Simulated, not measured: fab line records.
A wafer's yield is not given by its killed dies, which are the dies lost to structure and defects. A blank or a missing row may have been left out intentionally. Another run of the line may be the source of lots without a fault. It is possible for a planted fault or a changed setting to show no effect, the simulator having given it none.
Which tool was responsible?	flow rit cmos	15 lots, 45 wafers sampled, at 1 step of a route of 202

## WHAT THE GAUGES READ, wafer by wafer
Not one reading of a measure or inspect step in the record can be checked against a usual standard deviation.

## WHAT TOOL EACH LOT RAN ON (gives the tool, then ch and the chambers of the sampled wafers, and finally the start)
lot	RIT_GATE_PEB_14
L903	litho track-04 ch 0, day 2 13:49
L910	litho track-04, day 4 01:29
L911	litho track-01, day 4 08:03
L912	litho track-01, day 4 16:25
L916	litho track-04 ch 0, day 5 16:12
L917	litho track-03 ch 0, day 5 16:26
L918	litho track-04 ch 0, day 6 04:24
L919	litho track-01 ch 0, day 6 20:07
L920	litho track-04 ch 0, day 6 20:23
L921	litho track-03 ch 0, day 7 01:50
L922	litho track-01 ch 0, day 7 13:38
L923	litho track-01 ch 0, day 7 13:55
L924	litho track-04 ch 0, day 7 17:02
L926	litho track-01 ch 0, day 8 03:22
L925	litho track-04 ch 0, day 8 03:36
- RIT_GATE_PEB_14

## WHAT THE TOOLS THEMSELVES READ (means of the sampled wafers that have a number; where no wafer has one, the mark that the record gives instead)
RIT_GATE_PEB_14. Usual: exhaust pa 45.1 Pa, standard deviation 0.87.
lot	tool	exhaust pa (Pa)	flag
L903	litho track-04	46.0	
L910	litho track-04	-	OFF
L911	litho track-01	-	OFF
L912	litho track-01	-	OFF
L916	litho track-04	44.8	
L917	litho track-03	45.4	
L918	litho track-04	45.1	
L919	litho track-01	45.1	
L920	litho track-04	45.1	
L921	litho track-03	44.8	
L922	litho track-01	46.2	
L923	litho track-01	45.8	
L924	litho track-04	46.2	
L926	litho track-01	45.2	
L925	litho track-04	43.8	

## THE ANSWER, worked out from the rows above alone
Rule: lot off if the mean of its wafers having a number is beyond 3 standard deviations from the usual mean. Also off: a lot with no number at a reading for which 4 or more lots have one. All remaining lots with rows at the step are treated as sound. First the gauges in route order, then the tools' own readings, where a lot's mean is used as printed above. At the first step where some lot is off, the reading lying furthest off is the one used; lots without a number count as furthest.
Off at RIT_GATE_PEB_14 (exhaust pa): L910, L911, L912. Without a number there: L910, L911, L912.
If a tool, at that step or one of the process steps before it, ran each lot that is off and ran no sound lot following the first of them, it fits. Of those tried, none fits.

## WHAT THE SIMULATOR PUT IN
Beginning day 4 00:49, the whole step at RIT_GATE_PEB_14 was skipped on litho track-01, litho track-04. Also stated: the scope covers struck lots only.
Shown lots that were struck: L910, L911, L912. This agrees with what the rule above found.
